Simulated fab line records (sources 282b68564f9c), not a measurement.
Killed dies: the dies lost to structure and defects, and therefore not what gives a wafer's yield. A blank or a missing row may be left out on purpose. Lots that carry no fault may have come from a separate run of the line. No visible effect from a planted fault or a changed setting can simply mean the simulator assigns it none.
fab line records || flow ritCmos
record: {"lots": 15, "wafers": 45, "lastDay": 7}
route steps=202 shown CONTACT@168 M1@202
lots untouched by any fault: they come from a run of this same line in which no faults occurred
startH: hours from the record's opening day to when the first of the lot's shown wafers began || waitH: hours elapsed since this lot's preceding step || " repeats the value in the row above || L1.1+2: a single row standing in for several wafers || - value missing, or start not given || * or withheld: withheld || < > ~ a bound
route shown NAME@n: names a module that has steps shown in the file, with the first one's number in the route || usual: average and standard deviation across the fault-free wafers || same: alike in all rows || chamber/n: place in a boat || sites: readings site by site || _std_site: standard deviation of those values || _edge_site: the outer-site mean with the inner-site mean subtracted || radiusMm: for every site, how far away it sits from the centre of the wafer || mask NAME#n: copy n || behind: the tool/chamber that last shaped the wafer || hold: cause of the lot's hold/its duration in hours/its outcome || device: names the non-switching transistor (n, p or np) || end of line: tests run on the same wafers once the route is complete || a step with no rows: only its recipe || killed: the dies lost at the first sort to structure and to defects; this is not the yield of the wafer || map: per-die view of a wafer (x killed, . not killed, _ where there is no die)
set.NAME: setting as actually run; set.NAME@STEP: the setting as run at that earlier step || model.NAME: the simulator's own value behind a step, which no gauge read
steps of the route over a sample of lots; a table a step, a row a wafer
services: when a tool's chamber went out of use (startH, in hours from the record's first day, below 0 if earlier), for how many hours, and the reason
== steps ==
step: RIT_CONTACT_CVD_00
recipe: {"material": "SiO2", "targetThkNm": 400, "precursor": "TEOS", "tempC": 390, "timeS": 61, "rfW": 400}
usual: {"heaterPowerW": "304/49"}
{"lot.wafer": "L880.1", "tool": "pecvd-03", "chamber": 2, "startH": 64.29, "waitH": 0.1, "heaterPowerW": 345}
{"lot.wafer": "L880.2", "tool": "pecvd-03", "chamber": 0, "startH": 64.29, "waitH": 0.1, "heaterPowerW": 297}
{"lot.wafer": "L880.4", "tool": "pecvd-03", "chamber": 0, "startH": 64.29, "waitH": 0.1, "heaterPowerW": 291}
{"lot.wafer": "L881.2", "tool": "pecvd-01", "chamber": 2, "startH": 67.90, "waitH": 0.0, "heaterPowerW": 361}
{"lot.wafer": "L881.3", "tool": "pecvd-01", "chamber": 0, "startH": 67.90, "waitH": 0.0, "heaterPowerW": 348}
{"lot.wafer": "L881.6", "tool": "pecvd-01", "chamber": 2, "startH": 67.90, "waitH": 0.0, "heaterPowerW": 368}
{"lot.wafer": "L882.2", "tool": "pecvd-02", "chamber": 0, "startH": 75.02, "waitH": 0.0, "heaterPowerW": 250}
{"lot.wafer": "L882.3", "tool": "pecvd-02", "chamber": 1, "startH": 75.02, "waitH": 0.0, "heaterPowerW": 414}
{"lot.wafer": "L882.5", "tool": "pecvd-02", "chamber": 1, "startH": 75.02, "waitH": 0.0, "heaterPowerW": 311}
{"lot.wafer": "L883.1", "tool": "pecvd-03", "chamber": 0, "startH": 79.14, "waitH": 0.1, "heaterPowerW": 286}
{"lot.wafer": "L883.3", "tool": "pecvd-03", "chamber": 1, "startH": 79.14, "waitH": 0.1, "heaterPowerW": 294}
{"lot.wafer": "L883.6", "tool": "pecvd-03", "chamber": 0, "startH": 79.14, "waitH": 0.1, "heaterPowerW": 290}
{"lot.wafer": "L884.3", "tool": "pecvd-01", "chamber": 2, "startH": 83.05, "waitH": 0.0, "heaterPowerW": 293}
{"lot.wafer": "L884.4", "tool": "pecvd-01", "chamber": 2, "startH": 83.05, "waitH": 0.0, "heaterPowerW": 315}
{"lot.wafer": "L884.5", "tool": "pecvd-01", "chamber": 0, "startH": 83.05, "waitH": 0.0, "heaterPowerW": 272}
{"lot.wafer": "L886.1", "tool": "pecvd-02", "chamber": 0, "startH": 90.73, "waitH": 0.1, "heaterPowerW": 287}
{"lot.wafer": "L886.4", "tool": "pecvd-02", "chamber": 2, "startH": 90.73, "waitH": 0.1, "heaterPowerW": 282}
{"lot.wafer": "L886.6", "tool": "pecvd-02", "chamber": 1, "startH": 90.73, "waitH": 0.1, "heaterPowerW": 382}
{"lot.wafer": "L885.1", "tool": "pecvd-03", "chamber": 0, "startH": 92.59, "waitH": 0.1, "heaterPowerW": 261}
{"lot.wafer": "L885.3", "tool": "pecvd-03", "chamber": 2, "startH": 92.59, "waitH": 0.1, "heaterPowerW": 326}
{"lot.wafer": "L885.6", "tool": "pecvd-03", "chamber": 1, "startH": 92.59, "waitH": 0.1, "heaterPowerW": 333}
{"lot.wafer": "L888.1", "tool": "pecvd-02", "chamber": 2, "startH": 108.62, "waitH": 0.1, "heaterPowerW": 239}
{"lot.wafer": "L888.3", "tool": "pecvd-02", "chamber": 0, "startH": 108.62, "waitH": 0.1, "heaterPowerW": 279}
{"lot.wafer": "L888.6", "tool": "pecvd-02", "chamber": 0, "startH": 108.62, "waitH": 0.1, "heaterPowerW": 289}
{"lot.wafer": "L889.3", "tool": "pecvd-03", "chamber": 2, "startH": 108.89, "waitH": 0.0, "heaterPowerW": 313}
{"lot.wafer": "L889.5", "tool": "pecvd-03", "chamber": 1, "startH": 108.89, "waitH": 0.0, "heaterPowerW": 346}
{"lot.wafer": "L889.6", "tool": "pecvd-03", "chamber": 2, "startH": 108.89, "waitH": 0.0, "heaterPowerW": 322}
{"lot.wafer": "L890.1", "tool": "pecvd-01", "chamber": 0, "startH": 112.62, "waitH": 0.1, "heaterPowerW": 359}
{"lot.wafer": "L890.3", "tool": "pecvd-01", "chamber": 2, "startH": 112.62, "waitH": 0.1, "heaterPowerW": 374}
{"lot.wafer": "L890.4", "tool": "pecvd-01", "chamber": 1, "startH": 112.62, "waitH": 0.1, "heaterPowerW": 276}
{"lot.wafer": "L891.2", "tool": "pecvd-02", "chamber": 1, "startH": 120.21, "waitH": 0.0, "heaterPowerW": 385}
{"lot.wafer": "L891.5", "tool": "pecvd-02", "chamber": 0, "startH": 120.21, "waitH": 0.0, "heaterPowerW": 322}
{"lot.wafer": "L891.6", "tool": "pecvd-02", "chamber": 1, "startH": 120.21, "waitH": 0.0, "heaterPowerW": 396}
{"lot.wafer": "L892.1", "tool": "pecvd-03", "chamber": 2, "startH": 120.49, "waitH": 0.1, "heaterPowerW": 327}
{"lot.wafer": "L892.4", "tool": "pecvd-03", "chamber": 0, "startH": 120.49, "waitH": 0.1, "heaterPowerW": 284}
{"lot.wafer": "L892.5", "tool": "pecvd-03", "chamber": 2, "startH": 120.49, "waitH": 0.1, "heaterPowerW": 329}
{"lot.wafer": "L892.1", "tool": "pecvd-03", "chamber": 2, "startH": 120.70, "waitH": 0.2, "heaterPowerW": 323}
{"lot.wafer": "L892.4", "tool": "pecvd-03", "chamber": 0, "startH": 120.70, "waitH": 0.2, "heaterPowerW": 286}
{"lot.wafer": "L892.5", "tool": "pecvd-03", "chamber": 2, "startH": 120.70, "waitH": 0.2, "heaterPowerW": 326}
{"lot.wafer": "L893.1", "tool": "pecvd-01", "chamber": 2, "startH": 126.98, "waitH": 0.1, "heaterPowerW": 308}
{"lot.wafer": "L893.2", "tool": "pecvd-01", "chamber": 0, "startH": 126.98, "waitH": 0.1, "heaterPowerW": 317}
{"lot.wafer": "L893.6", "tool": "pecvd-01", "chamber": 0, "startH": 126.98, "waitH": 0.1, "heaterPowerW": 327}
{"lot.wafer": "L893.1", "tool": "pecvd-01", "chamber": 2, "startH": 127.20, "waitH": 0.2, "heaterPowerW": 300}
{"lot.wafer": "L893.2", "tool": "pecvd-01", "chamber": 0, "startH": 127.20, "waitH": 0.2, "heaterPowerW": 319}
{"lot.wafer": "L893.6", "tool": "pecvd-01", "chamber": 0, "startH": 127.20, "waitH": 0.2, "heaterPowerW": 323}
{"lot.wafer": "L894.2", "tool": "pecvd-03", "chamber": 2, "startH": 128.80, "waitH": 0.0, "heaterPowerW": 334}
{"lot.wafer": "L894.4", "tool": "pecvd-03", "chamber": 2, "startH": 128.80, "waitH": 0.0, "heaterPowerW": 247}
{"lot.wafer": "L894.6", "tool": "pecvd-03", "chamber": 0, "startH": 128.80, "waitH": 0.0, "heaterPowerW": 277}
{"lot.wafer": "L894.2", "tool": "pecvd-03", "chamber": 2, "startH": 129.02, "waitH": 0.2, "heaterPowerW": 338}
{"lot.wafer": "L894.4", "tool": "pecvd-03", "chamber": 2, "startH": 129.02, "waitH": 0.2, "heaterPowerW": 248}
{"lot.wafer": "L894.6", "tool": "pecvd-03", "chamber": 0, "startH": 129.02, "waitH": 0.2, "heaterPowerW": 278}
{"lot.wafer": "L902.3", "tool": "pecvd-01", "chamber": 2, "startH": 171.85, "waitH": 0.0, "heaterPowerW": 369}
{"lot.wafer": "L902.5", "tool": "pecvd-01", "chamber": 1, "startH": 171.85, "waitH": 0.0, "heaterPowerW": 255}
{"lot.wafer": "L902.6", "tool": "pecvd-01", "chamber": 2, "startH": 171.85, "waitH": 0.0, "heaterPowerW": 377}
step: RIT_CONTACT_THK_MEAS_01
recipe: {"reads": "SiO2_of_CONTACT_CVD_00"}
usual: {"CONTACT_TEOS_THK": "401/5.4"}
{"lot.wafer": "L880.1", "tool": "filmMetro-01", "chamber": "-", "startH": 64.36, "waitH": 0.1, "CONTACT_TEOS_THK[nm]": 395}
{"lot.wafer": "L880.2", "tool": "filmMetro-01", "chamber": "-", "startH": 64.36, "waitH": 0.1, "CONTACT_TEOS_THK[nm]": 398}
{"lot.wafer": "L880.4", "tool": "filmMetro-01", "chamber": "-", "startH": 64.36, "waitH": 0.1, "CONTACT_TEOS_THK[nm]": 400}
{"lot.wafer": "L881.2", "tool": "filmMetro-01", "chamber": "-", "startH": 67.96, "waitH": 0.0, "CONTACT_TEOS_THK[nm]": 397}
{"lot.wafer": "L881.3", "tool": "filmMetro-01", "chamber": "-", "startH": 67.96, "waitH": 0.0, "CONTACT_TEOS_THK[nm]": 393}
{"lot.wafer": "L881.6", "tool": "filmMetro-01", "chamber": "-", "startH": 67.96, "waitH": 0.0, "CONTACT_TEOS_THK[nm]": 411}
{"lot.wafer": "L882.2", "tool": "filmMetro-03", "chamber": "-", "startH": 75.08, "waitH": 0.0, "CONTACT_TEOS_THK[nm]": 398}
{"lot.wafer": "L882.3", "tool": "filmMetro-03", "chamber": "-", "startH": 75.08, "waitH": 0.0, "CONTACT_TEOS_THK[nm]": 397}
{"lot.wafer": "L882.5", "tool": "filmMetro-03", "chamber": "-", "startH": 75.08, "waitH": 0.0, "CONTACT_TEOS_THK[nm]": 403}
{"lot.wafer": "L883.1", "tool": "filmMetro-03", "chamber": "-", "startH": 79.22, "waitH": 0.1, "CONTACT_TEOS_THK[nm]": 400}
{"lot.wafer": "L883.3", "tool": "filmMetro-03", "chamber": "-", "startH": 79.22, "waitH": 0.1, "CONTACT_TEOS_THK[nm]": 406}
{"lot.wafer": "L883.6", "tool": "filmMetro-03", "chamber": "-", "startH": 79.22, "waitH": 0.1, "CONTACT_TEOS_THK[nm]": 403}
{"lot.wafer": "L884.3", "tool": "filmMetro-01", "chamber": "-", "startH": 83.12, "waitH": 0.0, "CONTACT_TEOS_THK[nm]": 398}
{"lot.wafer": "L884.4", "tool": "filmMetro-01", "chamber": "-", "startH": 83.12, "waitH": 0.0, "CONTACT_TEOS_THK[nm]": 401}
{"lot.wafer": "L884.5", "tool": "filmMetro-01", "chamber": "-", "startH": 83.12, "waitH": 0.0, "CONTACT_TEOS_THK[nm]": 398}
{"lot.wafer": "L886.1", "tool": "filmMetro-01", "chamber": "-", "startH": 90.78, "waitH": 0.0, "CONTACT_TEOS_THK[nm]": 398}
{"lot.wafer": "L886.4", "tool": "filmMetro-01", "chamber": "-", "startH": 90.78, "waitH": 0.0, "CONTACT_TEOS_THK[nm]": 407}
{"lot.wafer": "L886.6", "tool": "filmMetro-01", "chamber": "-", "startH": 90.78, "waitH": 0.0, "CONTACT_TEOS_THK[nm]": 406}
{"lot.wafer": "L885.1", "tool": "filmMetro-01", "chamber": "-", "startH": 92.64, "waitH": 0.0, "CONTACT_TEOS_THK[nm]": 400}
{"lot.wafer": "L885.3", "tool": "filmMetro-01", "chamber": "-", "startH": 92.64, "waitH": 0.0, "CONTACT_TEOS_THK[nm]": 399}
{"lot.wafer": "L885.6", "tool": "filmMetro-01", "chamber": "-", "startH": 92.64, "waitH": 0.0, "CONTACT_TEOS_THK[nm]": 406}
{"lot.wafer": "L888.1", "tool": "filmMetro-03", "chamber": "-", "startH": 108.67, "waitH": 0.0, "CONTACT_TEOS_THK[nm]": 403}
{"lot.wafer": "L888.3", "tool": "filmMetro-03", "chamber": "-", "startH": 108.67, "waitH": 0.0, "CONTACT_TEOS_THK[nm]": 402}
{"lot.wafer": "L888.6", "tool": "filmMetro-03", "chamber": "-", "startH": 108.67, "waitH": 0.0, "CONTACT_TEOS_THK[nm]": 404}
{"lot.wafer": "L889.3", "tool": "filmMetro-01", "chamber": "-", "startH": 108.96, "waitH": 0.0, "CONTACT_TEOS_THK[nm]": 388}
{"lot.wafer": "L889.5", "tool": "filmMetro-01", "chamber": "-", "startH": 108.96, "waitH": 0.0, "CONTACT_TEOS_THK[nm]": 399}
{"lot.wafer": "L889.6", "tool": "filmMetro-01", "chamber": "-", "startH": 108.96, "waitH": 0.0, "CONTACT_TEOS_THK[nm]": 397}
{"lot.wafer": "L890.1", "tool": "filmMetro-04", "chamber": "-", "startH": 112.67, "waitH": 0.0, "CONTACT_TEOS_THK[nm]": 396}
{"lot.wafer": "L890.3", "tool": "filmMetro-04", "chamber": "-", "startH": 112.67, "waitH": 0.0, "CONTACT_TEOS_THK[nm]": 400}
{"lot.wafer": "L890.4", "tool": "filmMetro-04", "chamber": "-", "startH": 112.67, "waitH": 0.0, "CONTACT_TEOS_THK[nm]": 402}
{"lot.wafer": "L891.2", "tool": "filmMetro-01", "chamber": "-", "startH": 120.28, "waitH": 0.0, "CONTACT_TEOS_THK[nm]": 397}
{"lot.wafer": "L891.5", "tool": "filmMetro-01", "chamber": "-", "startH": 120.28, "waitH": 0.0, "CONTACT_TEOS_THK[nm]": 401}
{"lot.wafer": "L891.6", "tool": "filmMetro-01", "chamber": "-", "startH": 120.28, "waitH": 0.0, "CONTACT_TEOS_THK[nm]": 402}
{"lot.wafer": "L892.1", "tool": "filmMetro-03", "chamber": "-", "startH": 120.75, "waitH": 0.0, "CONTACT_TEOS_THK[nm]": 787}
{"lot.wafer": "L892.4", "tool": "filmMetro-03", "chamber": "-", "startH": 120.75, "waitH": 0.0, "CONTACT_TEOS_THK[nm]": 807}
{"lot.wafer": "L892.5", "tool": "filmMetro-03", "chamber": "-", "startH": 120.75, "waitH": 0.0, "CONTACT_TEOS_THK[nm]": 799}
{"lot.wafer": "L893.1", "tool": "filmMetro-01", "chamber": "-", "startH": 127.25, "waitH": 0.0, "CONTACT_TEOS_THK[nm]": 787}
{"lot.wafer": "L893.2", "tool": "filmMetro-01", "chamber": "-", "startH": 127.25, "waitH": 0.0, "CONTACT_TEOS_THK[nm]": 782}
{"lot.wafer": "L893.6", "tool": "filmMetro-01", "chamber": "-", "startH": 127.25, "waitH": 0.0, "CONTACT_TEOS_THK[nm]": 795}
{"lot.wafer": "L894.2", "tool": "filmMetro-04", "chamber": "-", "startH": 129.08, "waitH": 0.0, "CONTACT_TEOS_THK[nm]": 787}
{"lot.wafer": "L894.4", "tool": "filmMetro-04", "chamber": "-", "startH": 129.08, "waitH": 0.0, "CONTACT_TEOS_THK[nm]": 805}
{"lot.wafer": "L894.6", "tool": "filmMetro-04", "chamber": "-", "startH": 129.08, "waitH": 0.0, "CONTACT_TEOS_THK[nm]": 804}
{"lot.wafer": "L902.3", "tool": "filmMetro-03", "chamber": "-", "startH": 171.92, "waitH": 0.0, "CONTACT_TEOS_THK[nm]": 394}
{"lot.wafer": "L902.5", "tool": "filmMetro-03", "chamber": "-", "startH": 171.92, "waitH": 0.0, "CONTACT_TEOS_THK[nm]": 399}
{"lot.wafer": "L902.6", "tool": "filmMetro-03", "chamber": "-", "startH": 171.92, "waitH": 0.0, "CONTACT_TEOS_THK[nm]": 401}
step: RIT_M1_PROBE_99
usual: {"killedAtContacts": "0.1/0.25", "killedAtFrontEnd": "6.8/2.9", "killedDies": "6.9/2.9", "killedOnRim": "1.7/1.3", "killedOpen": "3.3/1.9", "killedShort": "3.6/1.9"}
same: {"grossDies": 264, "killed_at_M0_to_M3": 0, "killed_at_M4_up": 0, "killedAtBackSide": 0, "killedAtOther": 0}
{"lot.wafer": "L890.1", "tool": "prober-01", "chamber": "-", "startH": 119.34, "waitH": 0.1, "killedAtContacts": 0, "killedAtFrontEnd": 7, "killedDies": 7, "killedOnRim": 2, "killedOpen": 3, "killedShort": 4}
{"lot.wafer": "L890.3", "tool": "prober-01", "chamber": "-", "startH": 119.44, "waitH": 0.2, "killedAtContacts": 0, "killedAtFrontEnd": 5, "killedDies": 5, "killedOnRim": 0, "killedOpen": 2, "killedShort": 3}
{"lot.wafer": "L890.4", "tool": "prober-01", "chamber": "-", "startH": 119.49, "waitH": 0.2, "killedAtContacts": 0, "killedAtFrontEnd": 3, "killedDies": 3, "killedOnRim": 0, "killedOpen": 0, "killedShort": 3}
{"lot.wafer": "L892.1", "tool": "prober-02", "chamber": "-", "startH": 128.58, "waitH": 0.1, "killedAtContacts": 250, "killedAtFrontEnd": 14, "killedDies": 264, "killedOnRim": 70, "killedOpen": 11, "killedShort": 3}
{"lot.wafer": "L892.4", "tool": "prober-02", "chamber": "-", "startH": 128.73, "waitH": 0.2, "killedAtContacts": 256, "killedAtFrontEnd": 8, "killedDies": 264, "killedOnRim": 70, "killedOpen": 4, "killedShort": 4}
{"lot.wafer": "L892.5", "tool": "prober-02", "chamber": "-", "startH": 128.78, "waitH": 0.2, "killedAtContacts": 258, "killedAtFrontEnd": 6, "killedDies": 264, "killedOnRim": 70, "killedOpen": 6, "killedShort": 0}
{"lot.wafer": "L893.1", "tool": "prober-01", "chamber": "-", "startH": 134.80, "waitH": 0.1, "killedAtContacts": 260, "killedAtFrontEnd": 4, "killedDies": 264, "killedOnRim": 70, "killedOpen": 2, "killedShort": 2}
{"lot.wafer": "L893.2", "tool": "prober-01", "chamber": "-", "startH": 134.85, "waitH": 0.1, "killedAtContacts": 258, "killedAtFrontEnd": 6, "killedDies": 264, "killedOnRim": 70, "killedOpen": 3, "killedShort": 3}
{"lot.wafer": "L893.6", "tool": "prober-01", "chamber": "-", "startH": 135.05, "waitH": 0.2, "killedAtContacts": 251, "killedAtFrontEnd": 13, "killedDies": 264, "killedOnRim": 70, "killedOpen": 8, "killedShort": 5}
{"lot.wafer": "L894.2", "tool": "prober-02", "chamber": "-", "startH": 135.34, "waitH": 0.1, "killedAtContacts": 259, "killedAtFrontEnd": 5, "killedDies": 264, "killedOnRim": 70, "killedOpen": 3, "killedShort": 2}
{"lot.wafer": "L894.4", "tool": "prober-02", "chamber": "-", "startH": 135.44, "waitH": 0.2, "killedAtContacts": 258, "killedAtFrontEnd": 6, "killedDies": 264, "killedOnRim": 70, "killedOpen": 3, "killedShort": 3}
{"lot.wafer": "L894.6", "tool": "prober-02", "chamber": "-", "startH": 135.54, "waitH": 0.2, "killedAtContacts": 258, "killedAtFrontEnd": 6, "killedDies": 264, "killedOnRim": 70, "killedOpen": 3, "killedShort": 3}
killed by level:class
L890.1 FOX1:geometricParticle:short=3 FOX1:geometricParticle:open=1 GATE:geometricParticle:open=1 SPACER:geometricParticle:open=1 SILICIDE:geometricParticle:short=1
L890.3 FOX1:geometricParticle:open=1 FOX2:geometricParticle:short=1 GATE:geometricParticle:short=1 SPACER:geometricParticle:open=1 SILICIDE:geometricParticle:short=1
L890.4 FOX2:geometricParticle:short=2 GATE:geometricParticle:short=1
L892.1 CONTACT:areaEtch=250 GATE:geometricParticle:open=6 SPACER:geometricParticle:open=3 GATE:geometricParticle:short=2 FOX1:geometricParticle:short=1 FOX1:geometricParticle:open=1 FOX2:geometricParticle:open=1
L892.4 CONTACT:areaEtch=256 GATE:geometricParticle:open=3 GATE:geometricParticle:short=3 FOX1:geometricParticle:short=1 SILICIDE:geometricParticle:open=1
L892.5 CONTACT:areaEtch=258 FOX1:geometricParticle:open=3 FOX2:geometricParticle:open=1 GATE:geometricParticle:open=1 SPACER:geometricParticle:open=1
L893.1 CONTACT:areaEtch=260 GATE:geometricParticle:short=2 REOX:geometricParticle:open=1 SILICIDE:geometricParticle:open=1
L893.2 CONTACT:areaEtch=258 REOX:geometricParticle:short=2 REOX:geometricParticle:open=2 FOX2:geometricParticle:open=1 SILICIDE:geometricParticle:short=1
L893.6 CONTACT:areaEtch=251 REOX:geometricParticle:open=5 GATE:geometricParticle:open=3 FOX2:geometricParticle:short=1 GATE:geometricParticle:short=1 REOX:geometricParticle:short=1 SPACER:geometricParticle:short=1 SILICIDE:geometricParticle:short=1
L894.2 CONTACT:areaEtch=259 FOX1:geometricParticle:open=2 GATE:geometricParticle:short=2 FOX2:geometricParticle:open=1
L894.4 CONTACT:areaEtch=258 FOX1:geometricParticle:short=2 FOX1:geometricParticle:open=2 GATE:geometricParticle:short=1 SILICIDE:geometricParticle:open=1
L894.6 CONTACT:areaEtch=258 GATE:geometricParticle:open=2 REOX:geometricParticle:short=2 FOX1:geometricParticle:short=1 REOX:geometricParticle:open=1
== services ==
{"tool": "pecvd-01", "chamber": "-", "startH": 50.11, "hours": 4.8, "kind": "repair"}
{"tool": "pecvd-03", "chamber": 1, "startH": 53.60, "hours": 11.8, "kind": "repair"}
{"tool": "pecvd-03", "chamber": 2, "startH": 69.07, "hours": 15.2, "kind": "repair"}
{"tool": "pecvd-03", "chamber": "-", "startH": 86.79, "hours": 1.4, "kind": "repair"}
{"tool": "pecvd-02", "chamber": "-", "startH": 94.93, "hours": 0.8, "kind": "repair"}
{"tool": "pecvd-02", "chamber": "-", "startH": 128.43, "hours": 2.8, "kind": "pm"}
== key ==
firstSign: {"step": "RIT_CONTACT_CVD_00", "reading": "visit", "direction": "added"}
effect: {"step": "RIT_CONTACT_THK_MEAS_01", "reading": "CONTACT_TEOS_THK", "direction": "up", "sigmas": 73, "usual": 401, "struck": 795}
effect: {"step": "RIT_M1_PROBE_99", "reading": "killedAtContacts", "direction": "up", "sigmas": "99+", "usual": 0.1, "struck": 256.4}
moreKillsBornAt: {"RIT_CONTACT_ETCH_11@rieDiel-01": 1533, "RIT_CONTACT_ETCH_11@rieDiel-04": 775}
metAt RIT_CONTACT_CVD_00
struckLots L892,L893,L894
laterRowsLeftOut L892.1,L892.4,L892.5,L893.1,L893.2,L893.6,L894.2,L894.4,L894.6
testerLeftOut L892,L893,L894
fault: {"kind": "repeatedStepWhole", "tool": "pecvd-01,pecvd-02,pecvd-03", "chamber": "-", "onsetH": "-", "steps": "RIT_CONTACT_CVD_00", "times": 1, "scope": "struckLotsOnly"}
testerLeftOut: of these lots the tester's yield and bins aren't shown, on N5 and GAA mostly nor the transistor test; their killed dies are dies lost to structure and defects alone, not to doping, threshold or leakage, so they don't give the yield
laterRowsLeftOut: the simulator's readings of these wafers behind a module that went badly wrong aren't trusted and aren't shown, but for the sort
